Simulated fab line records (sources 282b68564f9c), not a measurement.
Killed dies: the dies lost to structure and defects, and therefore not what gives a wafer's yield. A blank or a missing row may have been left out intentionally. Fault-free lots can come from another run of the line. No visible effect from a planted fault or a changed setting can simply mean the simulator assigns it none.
Code-filled problem report in 8D (eight disciplines) form ; flow rit_cmos ; the parts of the form that need people (team, actions taken, sign-off) are left out

1. PROBLEM STATEMENT
NLDD_TW at RIT_NLDD_TW_MEAS_10 reads a mean of 2177 on 6 wafers of 2 lots; wafers without a fault read 2479 with a standard deviation of 22. Measured from the usual mean, that is -14 standard deviations.
First seen on wafer L790.2, day 6 00:08, on film_metro-04. Wafers with a number at this step in the record: 42, from 14 lots. By rule, "out" or "out of limits" means more than 4 standard deviations away from the usual mean. The other wafers with a number count as sound.

2. WHAT IT IS, AND WHAT IT ISN'T
question;is;is not
which readings at this step;NLDD_TW;-
which lots;L790, L792;L775, L776, L777, L778, L779, L780, L781, L782, L783, L784, L785, L796
which wafers of those lots;all that have a number;-
read on which gauges;film_metro-03, film_metro-04;film_metro-02
when;from day 6 00:08;"up to then (33 sound wafers); but 3 sound wafers of L796 came after"

3. SUSPECTS, AND WHAT RULES EACH OUT
Counting: a tool stays on the suspect list if, at a process step up to the reading, it processed all lots that are out and no sound lot following the first of them.
- the gauge at RIT_NLDD_TW_MEAS_10 has been ruled out. The wafers that are out were read on 2 gauges (film_metro-03, film_metro-04).
- implanter-01 at RIT_NLDD_IMPLANT_08: kept. It processed each lot that is out, first L790 at day 5 23:49, and no sound lot thereafter; up to then, the last sound lot it processed was L784 at day 4 21:57. On those wafers its own readings are out: dose_ions_cm2, faraday_current_uA.
Left after counting: implanter-01 at RIT_NLDD_IMPLANT_08.

4. THE CAUSE (what the simulator had put in)
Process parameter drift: implanter-01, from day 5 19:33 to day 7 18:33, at RIT_NLDD_IMPLANT_08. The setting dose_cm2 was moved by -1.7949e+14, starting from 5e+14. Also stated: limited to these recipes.
This tool alone remained once counting was done.

5. THE CHAIN OF EFFECTS, in route order
One row per reading whose mean, taken over the struck wafers that have a number, lies over 3 standard deviations from the usual. Scope: only readings with a usual standard deviation given in the record; hours: median across lots of the time from each lot's start at the first step in this table that gives one to its start at this step; sigmas: change in usual standard deviations.
hours;step;reading;usual;on struck wafers;change;sigmas
0;RIT_NLDD_IMPLANT_08;dose_ions_cm2;5.001e+14;3.198e+14;-1.803e+14;-99 or more
0;RIT_NLDD_IMPLANT_08;faraday_current_uA;1574;1011;-563;-23
0;RIT_NLDD_TW_MEAS_10;NLDD_TW;2479;2177;-302;-14
9;RIT_SDANNEAL_RS_MEAS_07;NLDD_RS;151.6 ohm/sq;216.7;+65.1;+99 or more
Process steps it contains:
- RIT_NLDD_IMPLANT_08

6. WHAT WOULD HAVE CAUGHT IT SOONER
The first out-of-limits reading at a measuring or inspecting step in this record came at day 6 00:08, 5 hours after the fault's start at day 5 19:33.
The tool's own readings at RIT_NLDD_IMPLANT_08 were out on every struck wafer that the step has a row for (dose_ions_cm2, faraday_current_uA): an alarm limit on them would have fired on the first of those.
L792, from the lots that are out (2), started RIT_NLDD_IMPLANT_08 on implanter-01 later than day 6 00:08. A hold on the tool at that time would have spared it.
